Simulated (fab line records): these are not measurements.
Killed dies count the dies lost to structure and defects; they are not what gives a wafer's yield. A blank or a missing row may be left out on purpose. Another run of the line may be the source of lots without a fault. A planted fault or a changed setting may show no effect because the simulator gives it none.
8D (eight disciplines) problem report, filled in by code + flow berkeleyCmos170 + the parts of the form that need people (team, actions taken, sign-off) are left out

1. WHAT WENT WRONG
Across 6 wafers from 2 lots, WELLDRIVE_OXIDE_THK at UCB170_WELLDRIVE_THK_MEAS_02 averages 246 nm, while fault-free wafers read 197 nm with a standard deviation of 4. That is +12 standard deviations from the usual mean.
First observed at day 6 04:14: wafer L166.4, on filmMetro-02. The record holds 42 wafers of 14 lots with a number at this step. Rule for "out" (also "out of limits"): further than 4 standard deviations from the usual mean. The rest of the wafers with a number are treated as sound.

2. WHAT IT IS AND WHAT IT IS NOT
| question                    | is                     | is not                                                                          |
|-----------------------------|------------------------|---------------------------------------------------------------------------------|
| which readings at this step | WELLDRIVE_OXIDE_THK    | -                                                                               |
| which lots                  | L166, L167             | L157, L158, L159, L160, L161, L162, L163, L164, L165, L176, L177, L178          |
| which wafers of those lots  | all that have a number | -                                                                               |
| read on which gauges        | filmMetro-02           | filmMetro-01, filmMetro-03                                                      |
| when                        | from day 6 04:14       | up to then (27 sound wafers); but 9 sound wafers of L176, L177, L178 came after |

3. WHAT RULES OUT EACH SUSPECT
Counting: a tool at a process step up to the reading stays a suspect if it ran every lot that is out and no sound lot after the first of them.
- the gauge at UCB170_WELLDRIVE_THK_MEAS_02: kept. All the wafers that are out were read on filmMetro-02, and no step on other tools shows them out.
- furnace-02 at UCB170_WELLDRIVE_OXIDATION_01 (target thk 199 nm, ox time 9000 s): kept. All lots that are out passed through it, beginning with L166 at day 6 00:42, and no sound lot followed; its final sound lot before that point was L165 at day 5 14:21.
After counting, furnace-02 at UCB170_WELLDRIVE_OXIDATION_01 and filmMetro-02 at UCB170_WELLDRIVE_THK_MEAS_02 remain.

4. THE CAUSE (what the simulator had put in)
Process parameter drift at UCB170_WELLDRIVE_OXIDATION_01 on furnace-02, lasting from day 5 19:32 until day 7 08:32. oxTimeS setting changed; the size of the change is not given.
Of the 2 suspects that counting leaves, this tool is one.

5. SEQUENCE OF EFFECTS, ordered by route
Each row: a reading whose mean over the struck wafers that have a number lies more than 3 standard deviations from the usual. Only readings for which the record gives a usual standard deviation are gone through. hours: the time from each lot's start at the first step in this table that gives one to its start at this step, as a median over the lots. sigmas: the change in usual standard deviations.
| hours | step                         | reading             | usual  | on struck wafers | change | sigmas |
|-------|------------------------------|---------------------|--------|------------------|--------|--------|
| 0     | UCB170_WELLDRIVE_THK_MEAS_02 | WELLDRIVE_OXIDE_THK | 197 nm | 246              | +50    | +12    |
Later measuring or inspecting steps at which every struck wafer that the step has a row for has a number for every such reading, and none has moved that far: UCB170_PSD_OVL_MEAS_07.

6. WHAT WOULD HAVE CAUGHT IT SOONER
9 hours passed between the start of the fault at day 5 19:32 and the first reading out of limits at a measuring or inspecting step in this record, taken at day 6 04:14.
Of the tool readings at UCB170_WELLDRIVE_OXIDATION_01 for which the record gives a usual standard deviation, none was out on any struck wafer, so an alarm limit of 4 standard deviations on them would not have fired.
Each of the lots that are out, 2 in all, had begun UCB170_WELLDRIVE_OXIDATION_01 on furnace-02 no later than day 6 04:14. A hold on the tool at that time would have spared none of them.
